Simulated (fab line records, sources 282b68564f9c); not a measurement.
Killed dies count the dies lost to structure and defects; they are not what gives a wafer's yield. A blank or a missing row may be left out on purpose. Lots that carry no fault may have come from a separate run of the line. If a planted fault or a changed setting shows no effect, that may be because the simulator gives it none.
Lot-split experiment | flow rit cmos | 23 wafers read across 5 lots, on a route 202 steps long

## THE SPLIT ITSELF
At RIT_ACTIVE_ETCH_13 (etches Si3N4 in SF6, stops on SiO2, time 210 s, target depth 210 nm), the setting rf w was moved away from the recipe's 125 W on 8 of the 23 wafers read, by -4.4% to +10.2%. For the rest of the wafers, this setting stayed at what the recipe calls for.

Reading taken at the split's own step.

## THE READING
ACTIVE.feature depth nm (the simulator's own value, which no gauge read), in nm, at RIT_ACTIVE_ETCH_13 (etches Si3N4 in SF6, stops on SiO2, time 210 s, target depth 210 nm). There is no usual value for it anywhere in the file. Across the 15 wafers here that went through the recipe, the average is 150.4 nm and the standard deviation 1.5 nm.

wafer  | tool, chamber at the split | rf w as run, W | against the recipe | ACTIVE.feature depth nm, nm | against lot-mates on the recipe
L075.1 | rie diel-01, 0             | 125            | recipe             | 153                         | -
L075.2 | rie diel-01, 2             | 125            | recipe             | 151.8                       | -
L075.4 | rie diel-01, 1             | 137.7          | +10.2%             | 159.2                       | +6.7
L075.5 | rie diel-01, 3             | 137.7          | +10.2%             | 158.3                       | +5.8
L075.6 | rie diel-01, 0             | 125            | recipe             | 152.6                       | -
L076.1 | rie diel-03, 1             | 133.2          | +6.6%              | 155.3                       | +4.2
L076.3 | rie diel-03, 3             | 125            | recipe             | 150.9                       | -
L076.4 | rie diel-03, 0             | 125            | recipe             | 151.2                       | -
L076.5 | rie diel-03, 2             | 133.2          | +6.6%              | 154.6                       | +3.5
L076.6 | rie diel-03, 3             | 125            | recipe             | 151.1                       | -
L077.1 | rie diel-03, 3             | 125            | recipe             | 149.2                       | -
L077.2 | rie diel-03, 2             | 125            | recipe             | 147.9                       | -
L077.5 | rie diel-03, 0             | 125            | recipe             | 148.7                       | -
L083.1 | rie diel-04, 0             | 119.5          | -4.4%              | 148.5                       | -0.5
L083.2 | rie diel-04, 2             | 119.5          | -4.4%              | 148.3                       | -0.7
L083.4 | rie diel-04, 3             | 125            | recipe             | 149.4                       | -
L083.5 | rie diel-04, 3             | 125            | recipe             | 148.5                       | -
L083.6 | rie diel-04, 0             | 125            | recipe             | 149                         | -
L085.2 | rie diel-04, 0             | 125            | recipe             | 151.3                       | -
L085.3 | rie diel-04, 3             | 125            | recipe             | 150.2                       | -
L085.4 | rie diel-04, 2             | 125            | recipe             | 150.7                       | -
L085.5 | rie diel-04, 3             | 132.1          | +5.7%              | 153.7                       | +3.0
L085.6 | rie diel-04, 0             | 132.1          | +5.7%              | 153.8                       | +3.1

FIT RESULTS
A straight line over all 23 wafers: ACTIVE.feature depth nm changes by +0.711 nm for each +1% of rf w; r = +0.90; the points scatter about the line by 1.4 nm.
The same after taking each lot's own level away (the mean of its wafers on the recipe; 23 wafers): +0.526 nm for each +1%; r = +0.95; scatter 0.69 nm.
That fit puts the effect of the largest move of rf w on the reading at 5.3 nm.
Across the lots, their own levels run from 148.60 to 152.47 nm, a range of 2.6 times the standard deviation given above.
Thus the slope moves with the lot-to-lot level: the two fits are different.
Check: +5.22 nm against its lot-mates is what the line predicts for one of the wafers moved furthest among these (+10.2%) when that wafer is left out of the fit. Against them it came out at +6.73 nm.

## ADDITIONAL SPLITS CARRIED BY THESE WAFERS
These wafers also went through other splits before the reading. Each is held against what the fit with the lots' levels taken away leaves over:
other split on the same wafers | wafers away from the commonest value | r with ACTIVE.feature depth nm (lot level and that fit taken away)
RIT_ACTIVE_COAT_06 spin rpm    | 7                                    | -0.27

## THE WHOLE CHAIN: every reading that the file lists as answering this split, in the file's order
step               | what it does                                                        | reading                                                                             | change (the file's fit)                                                              | r (the file's)
RIT_ACTIVE_ETCH_13 | etches Si3N4 in SF6, stops on SiO2, time 210 s, target depth 210 nm | SiO2_of_ACTIVE_OXIDATION_01.thk nm (the simulator's own value, which no gauge read) | -0.591 nm for each +1% of the setting                                                | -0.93
RIT_ACTIVE_ETCH_13 | etches Si3N4 in SF6, stops on SiO2, time 210 s, target depth 210 nm | ACTIVE.feature depth nm (the simulator's own value, which no gauge read)            | +0.551 nm for each +1% of the setting                                                | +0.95
RIT_ACTIVE_ETCH_13 | etches Si3N4 in SF6, stops on SiO2, time 210 s, target depth 210 nm | NOVOLAK_of_ACTIVE_COAT_06.thk nm (the simulator's own value, which no gauge read)   | -1.83 nm for each +1% of the setting, in a fit together with spin rpm@ACTIVE_COAT_06 | 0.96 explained

## FILE'S OWN FIT
ACTIVE.feature depth nm changes by +0.551 nm for each +1% of rf w, r = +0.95.
